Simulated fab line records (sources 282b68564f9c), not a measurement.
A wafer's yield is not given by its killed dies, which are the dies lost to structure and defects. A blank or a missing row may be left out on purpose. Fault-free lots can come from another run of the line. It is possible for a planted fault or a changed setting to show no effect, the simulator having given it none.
Struck lot and sound lot, side by side + flow rit-cmos + 44 steps out of a route of 202
Sound: the wafers L714.3, L714.5, L714.6. Wafers L718.2, L718.3, L718.6 were the ones struck. The cause comes at the end.
Order at every step that has rows: each side's tool, ch and its chambers, its first start. Under that, the readings that differ: sound wafers + struck wafers + difference of the means + sigmas: that difference in standard deviations of wafers without a fault.
alike: words and numbers the same on both sides, and readings whose means are apart by under 2 such deviations; not compared: readings that were withheld, readings missing a value for some wafer, numbers with overlapping values and no deviation given by the record, and bounds like >300 which may hide the same value.
A row with sigmas, a row that says differs or no value, or rows on one side alone: a step with any of these is where the two part. Numbers that have no deviation but don't overlap get no sigmas and don't part them. A reading that every wafer of one side lacks parts them only if that side has two wafers or more.

first, 1 step without rows for these wafers: RIT_ACTIVE_DEVELOP_10 (develop time 50 s).
RIT_ACTIVE_CD_MEAS_11: the cd target is 1400 nm.
  struck on cd-sem-02, day 4 07:39; sound on cd-sem-02, day 3 14:34
  alike: cd-nm
then, 1 step without rows for these wafers: RIT_ACTIVE_HARDBAKE_12 (time 60 s).
RIT_ACTIVE_ETCH_13: etches Si3N4 in SF6, stops on SiO2, time 210 s, target depth 210 nm.
  sound on rie-diel-03 ch 0,2,3, day 3 14:47; struck on rie-diel-04 ch 0,3, day 4 07:54
  alike: drypump-motor-current-A, oes-product-au, throttle-valve-pct
  not compared: rf-hours-counter-h
RIT_ACTIVE_STRIP_14: strips in O2, time 180 s.
  sound on plasma-asher-01 ch 0,1, day 3 14:59; struck on plasma-asher-04 ch 0,1, day 4 08:02
| reading                     | sound       | struck      | difference | sigmas |
|-----------------------------|-------------|-------------|------------|--------|
| drypump-motor-current-A (A) | 5.6 5.7 5.6 | 6.3 6.3 6.7 | +0.8       | +2     |
  alike: o2-flow-sccm
  not compared: rf-hours-counter-h
RIT_ACTIVE_CD_MEAS_90: the cd target is 1400 nm.
  struck on cd-sem-02, day 4 08:14; sound on cd-sem-01, day 3 15:08
  alike: cd-nm
then, 4 steps without rows for these wafers: RIT_ACTIVE_CLEAN_15 (cleans in SC1, time 600 s); RIT_ACTIVE_CLEAN_16 (cleans in dHF, time 30 s); RIT_ACTIVE_CLEAN_17 (cleans in SC2, time 600 s); RIT_FOX1_OXIDATION_00 (target thk 350.7 nm, ox time 1130 s).
RIT_FOX1_THK_MEAS_01:
  struck on film-metro-04, day 4 11:02; sound on film-metro-04, day 3 16:55
  alike: FOX1_OXIDE_THK
then, 1 step without rows for these wafers: RIT_FOX1_WET_ETCH_02 (etches SiO2 in BOE, target depth 350 nm, time 390 s).
RIT_FOX2_OXIDATION_00: target thk 350.7 nm, ox time 1130 s.
  sound on furnace-04 ch 0, day 3 17:05; struck on furnace-04 ch 0, day 4 11:41
| reading                                     | sound                | struck               | difference | sigmas |
|---------------------------------------------|----------------------|----------------------|------------|--------|
| spike-tc-centre-C (C)                       | 1100.9 1100.9 1099.7 | 1109.8 1110.6 1112.4 | +10.4      | +7     |
| spike-tc-load-C (C)                         | 1124.3 1123.6 1123.3 | 1133.3 1134.0 1131.8 | +9.3       | +4     |
| spike-tc-source-C (C)                       | 1123.7 1121.6 1121.7 | 1131.7 1134.5 1134.3 | +11.2      | +5     |
| model.SiO2_of_FOX2_OXIDATION_00.thk-nm (nm) | 357.3 354 350.4      | 365 362.3 366.3      | +11        |        |
RIT_FOX2_THK_MEAS_01:
  struck on film-metro-04, day 4 13:01; sound on film-metro-01, day 3 18:25
  alike: FOX2_OXIDE_THK
then, 2 steps without rows for these wafers: RIT_FOX2_CLEAN_02 (cleans in dHF, time 180 s); RIT_FOX2_WET_ETCH_03 (etches Si3N4 in H3PO4, target depth 195 nm, time 2700 s).
RIT_FOX2_THK_MEAS_90:
  struck on film-metro-04, day 4 13:53; sound on film-metro-04, day 3 19:18
  alike: FIELD_OXIDE_LEFT_1_THK
then, 6 steps without rows for these wafers: RIT_NWELL_HMDS_00 (prime time 60 s); RIT_NWELL_COAT_01 (resist thk 1300 nm); RIT_NWELL_SOFTBAKE_02 (time 60 s); RIT_NWELL_EXPOSE_03 (exposes mask M2, target cd 43900 nm); RIT_NWELL_PEB_04; RIT_NWELL_DEVELOP_05 (develop time 68 s).
RIT_NWELL_OVL_MEAS_06:
  struck on overlay-02, day 4 14:58; sound on overlay-01, day 3 20:14
| reading        | sound         | struck      | difference | sigmas |
|----------------|---------------|-------------|------------|--------|
| NWELL_OVL (nm) | -0.3 0.3 -2.6 | 1.3 2.3 2.3 | +2.8       | +2     |
then, 2 steps without rows for these wafers: RIT_NWELL_HARDBAKE_07 (time 120 s); RIT_NWELL_IMPLANT_08.
RIT_NWELL_STRIP_09: strips in O2, time 180 s.
  sound on plasma-asher-02 ch 0,1, day 3 20:43; struck on plasma-asher-03 ch 0,1, day 4 15:24
  alike: drypump-motor-current-A, o2-flow-sccm
  not compared: rf-hours-counter-h
RIT_NWELL_TW_MEAS_10:
  struck on film-metro-03, day 4 15:35; sound on film-metro-03, day 3 20:51
  alike: NWELL_TW
then, 6 steps without rows for these wafers: RIT_PWELL_HMDS_00 (prime time 60 s); RIT_PWELL_COAT_01 (resist thk 1300 nm); RIT_PWELL_SOFTBAKE_02 (time 60 s); RIT_PWELL_EXPOSE_03 (exposes mask M3, target cd 43700 nm); RIT_PWELL_PEB_04; RIT_PWELL_DEVELOP_05 (develop time 68 s).
RIT_PWELL_OVL_MEAS_06:
  struck on overlay-02, day 4 16:31; sound on overlay-02, day 3 21:50
  alike: PWELL_OVL
then, 2 steps without rows for these wafers: RIT_PWELL_HARDBAKE_07 (time 120 s); RIT_PWELL_IMPLANT_08.
RIT_PWELL_STRIP_09: strips in O2, time 180 s.
  sound on plasma-asher-04 ch 0,1, day 3 22:19; struck on plasma-asher-01 ch 0,1, day 4 16:57
| reading                     | sound       | struck      | difference | sigmas |
|-----------------------------|-------------|-------------|------------|--------|
| drypump-motor-current-A (A) | 6.7 6.7 6.3 | 5.6 5.6 5.6 | -1.0       | -2     |
  alike: o2-flow-sccm
  not compared: rf-hours-counter-h
RIT_PWELL_TW_MEAS_10:
  struck on film-metro-03, day 4 17:08; sound on film-metro-04, day 3 22:28
  alike: PWELL_TW
then, 1 step without rows for these wafers: RIT_WELLDRIVE_ANNEAL_00 (time 14700 s).
RIT_WELLDRIVE_RS_MEAS_01: measurement is done with a four-point probe.
  struck on film-metro-03, day 4 23:54; sound on film-metro-04, day 4 04:40
  alike: NWELL_RS
RIT_WELLDRIVE_RS_MEAS_02: measurement is done with a four-point probe.
  struck on film-metro-03, day 5 00:01; sound on film-metro-04, day 4 04:47
  alike: PWELL_RS
RIT_SILICIDE_WET_ETCH_00: etches SiO2 in BOE, target depth 14 nm, time 15 s.
  sound on wet-bench-01 ch 3, day 5 04:12; struck on wet-bench-02 ch 0, day 6 02:37
| reading                                     | sound             | struck          | difference | sigmas |
|---------------------------------------------|-------------------|-----------------|------------|--------|
| model.SiO2_of_FOX2_OXIDATION_00.thk-nm (nm) | 157.2 154.3 150.6 | 164.7 161 165.4 | +9.7       |        |
RIT_M1_PROBE_99:
  struck on prober-01, day 6 09:26; sound on prober-01, day 5 12:05
| reading                      | sound             | struck            | difference | sigmas |
|------------------------------|-------------------|-------------------|------------|--------|
| model.etest.field-n.vt-v (V) | 35.85 35.42 34.88 | 36.71 36.38 36.89 | +1.28      |        |
  alike: killed-at-contacts, killed-at-front-end, killed-dies, killed-on-rim, killed-open, killed-short

== WHERE THEY PART ==
At RIT_ACTIVE_STRIP_14 first; at RIT_PWELL_STRIP_09 last (within this record only). Later steps at which nothing parts them and some readings are alike: RIT_PWELL_TW_MEAS_10, RIT_WELLDRIVE_RS_MEAS_01, RIT_WELLDRIVE_RS_MEAS_02, RIT_M1_PROBE_99.

WHY: what the simulator had put in
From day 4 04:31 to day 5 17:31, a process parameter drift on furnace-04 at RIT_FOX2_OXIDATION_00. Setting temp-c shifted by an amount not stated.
